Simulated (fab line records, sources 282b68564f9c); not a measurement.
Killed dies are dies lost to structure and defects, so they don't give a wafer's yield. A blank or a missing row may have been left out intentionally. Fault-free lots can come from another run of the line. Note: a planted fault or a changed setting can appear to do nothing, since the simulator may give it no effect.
fab line records    flow ritCmos
record: lots: 14  wafers: 42  lastDay: 7
route steps=202 shown CONTACT@172 M1@202
lots that met no fault: taken from a fault-free run of the same line
startH: hours from the record's first day to the start of the lot's first wafer shown    waitH: hours from the lot's prior step to this one    " unchanged from the row above    L1.1+2: several wafers, shown together as one row    - no value, or no start given    * or withheld: withheld    < > ~ a bound
route shown NAME@n: NAME is a module with steps in the file, n the number in the route of the first one    usual: mean/standard deviation taken from wafers without a fault    same: alike in all rows    chamber/n: place in a boat    sites: per-site readings    _std_site: the values' standard deviation    _edge_site: outer sites' mean less inner sites'    radiusMm: how far each site lies from the wafer's centre    mask NAME#n: copy n    behind: the last tool/chamber to shape the wafer    hold: cause of the lot's hold/its duration in hours/its outcome    device: names the non-switching transistor (n, p or np)    end of line: the tests these same wafers got at the end of their route    step lacking rows: just its recipe    killed: count of dies lost to structure and defects at first sort (not the wafer's yield)    map: dies across one wafer; x = killed, . = not, _ = none there
set.NAME: the setting the step ran with; set.NAME@STEP: the setting that earlier step ran with    model.NAME: the simulator's own value behind a step, which no gauge read
one table for each step of the route and one row for each wafer, over a sample of lots
== steps ==
step: RIT_CONTACT_SOFTBAKE_04
recipe: resist: NOVOLAK  tempC: 90  timeS: 60
usual: runLengthS: 89.30/0.21
lot.wafer  tool           chamber  startH  waitH  runLengthS
L216.1     lithoTrack-01  0        55.28   0.1    88.96
L216.3     "              0        "       "      89.10
L216.6     "              0        "       "      88.87
L217.1     lithoTrack-04  0        57.93   0.1    89.47
L217.3     "              0        "       "      89.44
L217.6     "              0        "       "      89.33
L219.1     lithoTrack-03  0        70.14   0.1    89.22
L219.3     "              0        "       "      89.50
L219.4     "              0        "       "      89.50
L220.1     lithoTrack-03  0        73.84   0.1    89.31
L220.4     "              0        "       "      89.22
L220.5     "              0        "       "      89.60
L221.1     lithoTrack-04  0        77.96   0.1    89.47
L221.4     "              0        "       "      89.31
L221.5     "              0        "       "      89.51
L222.1     lithoTrack-03  0        82.59   0.1    89.22
L222.5     "              0        "       "      89.30
L222.6     "              0        "       "      89.64
L223.1     lithoTrack-01  0        86.53   0.1    88.93
L223.4     "              0        "       "      88.84
L223.5     "              0        "       "      88.84
L224.3     lithoTrack-03  0        95.41   0.1    89.22
L224.4     "              0        "       "      89.50
L224.6     "              0        "       "      89.38
L225.1     lithoTrack-01  0        102.99  0.1    88.88
L225.2     "              0        "       "      89.09
L225.4     "              0        "       "      88.89
L226.2     lithoTrack-03  0        106.06  0.1    89.42
L226.3     "              0        "       "      89.47
L226.6     "              0        "       "      89.34
L227.2     lithoTrack-01  0        108.17  0.1    88.91
L227.3     "              0        "       "      89.03
L227.5     "              0        "       "      88.93
L231.3     lithoTrack-03  0        129.23  0.1    92.08
L231.4     "              0        "       "      92.24
L231.5     "              0        "       "      92.08
L232.1     lithoTrack-03  0        134.82  0.1    92.04
L232.4     "              0        "       "      91.92
L232.6     "              0        "       "      92.05
L236.1     lithoTrack-01  0        156.19  0.1    88.83
L236.3     "              0        "       "      89.03
L236.6     "              0        "       "      89.12
step: RIT_M1_PROBE_99
usual: killed_at_M0_to_M3: 0.0/0.18  killedAtContacts: 0.1/0.32  killedAtFrontEnd: 7/3  killedDies: 7/3.1  killedOpen: 3.3/1.8  killedShort: 3.6/2
same: grossDies: 264  killed_at_M4_up: 0  killedAtBackSide: 0  killedAtOther: 0
lot.wafer  tool       chamber  startH  waitH  killed_at_M0_to_M3  killedAtContacts  killedAtFrontEnd  killedDies  killedOpen  killedShort
L216.1     prober-01  -        61.54   0.1    0                   0                 4                 4           3           1
L216.3     prober-01  -        61.64   0.2    0                   1                 9                 10          6           4
L216.6     prober-01  -        61.79   0.2    0                   0                 12                12          4           8
L217.1     prober-02  -        63.92   0.1    0                   0                 4                 4           3           1
L217.3     prober-02  -        64.02   0.2    0                   0                 10                10          3           7
L217.6     prober-02  -        64.17   0.2    0                   0                 10                10          5           5
L219.1     prober-02  -        76.03   0.1    0                   0                 8                 8           5           3
L219.3     prober-02  -        76.13   0.2    0                   0                 11                11          5           6
L219.4     prober-02  -        76.18   0.2    0                   0                 10                10          6           4
L220.1     prober-01  -        79.79   0.1    0                   0                 10                10          3           7
L220.4     prober-01  -        79.94   0.2    0                   0                 13                13          6           7
L220.5     prober-01  -        79.99   0.2    0                   0                 8                 8           6           2
L221.1     prober-02  -        84.45   0.1    0                   0                 5                 5           2           3
L221.4     prober-02  -        84.60   0.2    0                   1                 0                 1           0           1
L221.5     prober-02  -        84.65   0.2    0                   0                 7                 7           5           2
L222.1     prober-01  -        88.99   0.1    0                   0                 6                 6           1           5
L222.5     prober-01  -        89.19   0.2    0                   0                 2                 2           0           2
L222.6     prober-01  -        89.24   0.2    0                   0                 3                 3           1           2
L223.1     prober-02  -        92.56   0.1    0                   0                 9                 9           3           6
L223.4     prober-02  -        92.71   0.2    0                   0                 8                 8           5           3
L223.5     prober-02  -        92.76   0.2    0                   0                 7                 7           4           3
L224.3     prober-01  -        101.73  0.2    1                   0                 3                 4           2           1
L224.4     prober-01  -        101.78  0.2    0                   0                 8                 8           5           3
L224.6     prober-01  -        101.88  0.2    0                   0                 9                 9           5           4
L225.1     prober-02  -        109.38  0.1    0                   1                 9                 10          4           6
L225.2     prober-02  -        109.43  0.1    0                   0                 11                11          7           4
L225.4     prober-02  -        109.53  0.2    0                   0                 8                 8           5           3
L226.2     prober-01  -        112.32  0.1    0                   0                 7                 7           2           5
L226.3     prober-01  -        112.37  0.2    0                   0                 8                 8           5           3
L226.6     prober-01  -        112.52  0.2    0                   0                 7                 7           2           5
L227.2     prober-02  -        114.63  0.1    0                   0                 5                 5           3           2
L227.3     prober-02  -        114.68  0.2    0                   1                 4                 5           4           1
L227.5     prober-02  -        114.78  0.2    0                   0                 6                 6           3           3
L231.3     prober-02  -        135.41  0.2    0                   0                 11                11          8           3
L231.4     prober-02  -        135.46  0.2    0                   0                 6                 6           4           2
L231.5     prober-02  -        135.51  0.2    0                   0                 3                 3           2           1
L232.1     prober-01  -        140.73  0.1    0                   0                 6                 6           2           4
L232.4     prober-01  -        140.88  0.2    0                   0                 4                 4           2           2
L232.6     prober-01  -        140.98  0.2    0                   0                 6                 6           5           1
L236.1     prober-01  -        162.37  0.1    0                   0                 6                 6           4           2
L236.3     prober-01  -        162.47  0.2    0                   0                 4                 4           3           1
L236.6     prober-01  -        162.62  0.2    0                   0                 2                 2           1           1
killed by level:class
L216.1 SPACER:geometricParticle:open=2 GATE:geometricParticle:open=1 SPACER:geometricParticle:short=1
L216.3 FOX1:geometricParticle:open=2 SILICIDE:geometricParticle:open=2 GATE:geometricParticle:short=2 FOX1:geometricParticle:short=1 REOX:geometricParticle:short=1 SPACER:geometricParticle:open=1 CONTACT:geometricParticle:open=1
L216.6 GATE:geometricParticle:short=5 FOX1:geometricParticle:short=2 FOX2:geometricParticle:short=1 FOX2:geometricParticle:open=1 GATE:geometricParticle:open=1 REOX:geometricParticle:open=1 SPACER:geometricParticle:open=1
L217.1 SPACER:geometricParticle:open=2 FOX1:geometricParticle:open=1 SPACER:geometricParticle:short=1
L217.3 GATE:geometricParticle:short=3 SPACER:geometricParticle:short=2 FOX1:geometricParticle:open=1 FOX1:geometricParticle:short=1 GATE:geometricParticle:open=1 REOX:geometricParticle:short=1 SILICIDE:geometricParticle:open=1
L217.6 GATE:geometricParticle:short=3 FOX1:geometricParticle:open=2 GATE:geometricParticle:open=1 REOX:geometricParticle:short=1 SPACER:geometricParticle:open=1 SILICIDE:geometricParticle:open=1 SILICIDE:geometricParticle:short=1
L219.1 FOX1:geometricParticle:open=3 SILICIDE:geometricParticle:open=2 GATE:geometricParticle:short=1 SPACER:geometricParticle:short=1 SILICIDE:geometricParticle:short=1
L219.3 GATE:geometricParticle:short=3 FOX1:geometricParticle:open=2 FOX1:geometricParticle:short=1 GATE:geometricParticle:open=1 REOX:geometricParticle:short=1 SPACER:geometricParticle:open=1 SILICIDE:geometricParticle:short=1 SILICIDE:geometricParticle:open=1
L219.4 GATE:geometricParticle:open=4 FOX1:geometricParticle:short=2 REOX:geometricParticle:short=2 FOX1:geometricParticle:open=1 REOX:geometricParticle:open=1
L220.1 GATE:geometricParticle:open=2 GATE:geometricParticle:short=2 REOX:geometricParticle:short=2 FOX2:geometricParticle:short=1 REOX:geometricParticle:open=1 SPACER:geometricParticle:short=1 SILICIDE:geometricParticle:short=1
L220.4 GATE:geometricParticle:open=4 FOX2:geometricParticle:short=3 GATE:geometricParticle:short=3 FOX1:geometricParticle:open=1 FOX2:geometricParticle:open=1 SPACER:geometricParticle:short=1
L220.5 FOX1:geometricParticle:open=3 REOX:geometricParticle:open=2 FOX2:geometricParticle:open=1 FOX2:geometricParticle:short=1 SPACER:geometricParticle:short=1
L221.1 FOX1:geometricParticle:short=1 REOX:geometricParticle:open=1 REOX:geometricParticle:short=1 SPACER:geometricParticle:open=1 SPACER:geometricParticle:short=1
L221.4 CONTACT:geometricParticle:short=1
L221.5 GATE:geometricParticle:open=3 FOX1:geometricParticle:open=1 FOX1:geometricParticle:short=1 GATE:geometricParticle:short=1 REOX:geometricParticle:open=1
L222.1 GATE:geometricParticle:short=5 GATE:geometricParticle:open=1
L222.5 GATE:geometricParticle:short=2
L222.6 FOX1:geometricParticle:short=1 GATE:geometricParticle:short=1 REOX:geometricParticle:open=1
L223.1 GATE:geometricParticle:open=2 REOX:geometricParticle:short=2 SPACER:geometricParticle:short=2 FOX1:geometricParticle:short=1 GATE:geometricParticle:short=1 REOX:geometricParticle:open=1
L223.4 SPACER:geometricParticle:open=2 FOX2:geometricParticle:short=1 FOX2:geometricParticle:open=1 GATE:geometricParticle:open=1 GATE:geometricParticle:short=1 REOX:geometricParticle:open=1 SILICIDE:geometricParticle:short=1
L223.5 GATE:geometricParticle:short=2 FOX1:geometricParticle:open=1 FOX1:geometricParticle:short=1 FOX2:geometricParticle:open=1 GATE:geometricParticle:open=1 REOX:geometricParticle:open=1
L224.3 GATE:geometricParticle:open=1 REOX:geometricParticle:open=1 SILICIDE:geometricParticle:short=1 M1:coatMicrobubblePrinted=1
L224.4 GATE:geometricParticle:open=3 FOX1:geometricParticle:short=2 FOX1:geometricParticle:open=2 REOX:geometricParticle:short=1
L224.6 GATE:geometricParticle:open=4 SILICIDE:geometricParticle:short=3 GATE:geometricParticle:short=1 SILICIDE:geometricParticle:open=1
L225.1 SPACER:geometricParticle:short=3 FOX2:geometricParticle:open=2 FOX2:geometricParticle:short=1 GATE:geometricParticle:open=1 GATE:geometricParticle:short=1 REOX:geometricParticle:open=1 CONTACT:geometricParticle:short=1
L225.2 SPACER:geometricParticle:open=4 GATE:geometricParticle:short=2 FOX2:geometricParticle:open=1 FOX2:geometricParticle:short=1 GATE:geometricParticle:open=1 SPACER:geometricParticle:short=1 SILICIDE:geometricParticle:open=1
L225.4 SPACER:geometricParticle:open=3 GATE:geometricParticle:open=2 GATE:geometricParticle:short=2 SPACER:geometricParticle:short=1
L226.2 REOX:geometricParticle:short=3 GATE:geometricParticle:short=1 GATE:geometricParticle:open=1 REOX:geometricParticle:open=1 SILICIDE:geometricParticle:short=1
L226.3 GATE:geometricParticle:open=3 REOX:geometricParticle:short=2 FOX1:geometricParticle:open=1 GATE:geometricParticle:short=1 REOX:geometricParticle:open=1
L226.6 GATE:geometricParticle:short=3 FOX1:geometricParticle:short=1 SPACER:geometricParticle:short=1 SPACER:geometricParticle:open=1 SILICIDE:geometricParticle:open=1
L227.2 GATE:geometricParticle:open=2 SPACER:geometricParticle:short=1 SILICIDE:geometricParticle:open=1 SILICIDE:geometricParticle:short=1
L227.3 GATE:geometricParticle:open=2 FOX1:geometricParticle:open=1 GATE:geometricParticle:short=1 CONTACT:geometricParticle:open=1
L227.5 GATE:geometricParticle:open=2 FOX1:geometricParticle:short=1 FOX1:geometricParticle:open=1 GATE:geometricParticle:short=1 SILICIDE:geometricParticle:short=1
L231.3 SILICIDE:geometricParticle:open=5 SILICIDE:geometricParticle:short=2 FOX1:geometricParticle:open=1 FOX2:geometricParticle:open=1 GATE:geometricParticle:open=1 SPACER:geometricParticle:short=1
L231.4 REOX:geometricParticle:open=2 FOX1:geometricParticle:open=1 FOX1:geometricParticle:short=1 GATE:geometricParticle:short=1 SPACER:geometricParticle:open=1
L231.5 FOX1:geometricParticle:open=1 GATE:geometricParticle:short=1 SPACER:geometricParticle:open=1
L232.1 FOX1:geometricParticle:open=1 GATE:geometricParticle:short=1 SPACER:geometricParticle:open=1 REOX:geometricParticle:short=1 SPACER:geometricParticle:short=1 SILICIDE:geometricParticle:short=1
L232.4 FOX1:geometricParticle:open=1 FOX2:geometricParticle:short=1 GATE:geometricParticle:open=1 GATE:geometricParticle:short=1
L232.6 SPACER:geometricParticle:open=3 GATE:geometricParticle:open=1 REOX:geometricParticle:short=1 SILICIDE:geometricParticle:open=1
L236.1 GATE:geometricParticle:open=3 FOX1:geometricParticle:open=1 FOX1:geometricParticle:short=1 REOX:geometricParticle:short=1
L236.3 GATE:geometricParticle:open=2 REOX:geometricParticle:open=1 REOX:geometricParticle:short=1
L236.6 GATE:geometricParticle:open=1 SPACER:geometricParticle:short=1
== key ==
firstSign: step: RIT_CONTACT_SOFTBAKE_04  reading: runLengthS  direction: up  sigmas: 13  usual: *  struck: *
effect none on later readings
metAt RIT_CONTACT_SOFTBAKE_04
struckLots L231,L232
testerLeftOut L231,L232
onsetBetween 106.06 129.23
fault: kind: processParameterDrift  tool: lithoTrack-03  chamber: -  onsetH: 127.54  steps: RIT_CONTACT_SOFTBAKE_04  channel: timeS  offset: *  shape: step  endH: 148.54  actsIn: *  stated: *
testerLeftOut: of these lots the tester's yield and bins aren't shown, on N5 and GAA mostly nor the transistor test; their killed dies are dies lost to structure and defects alone, not to doping, threshold or leakage, so they don't give the yield
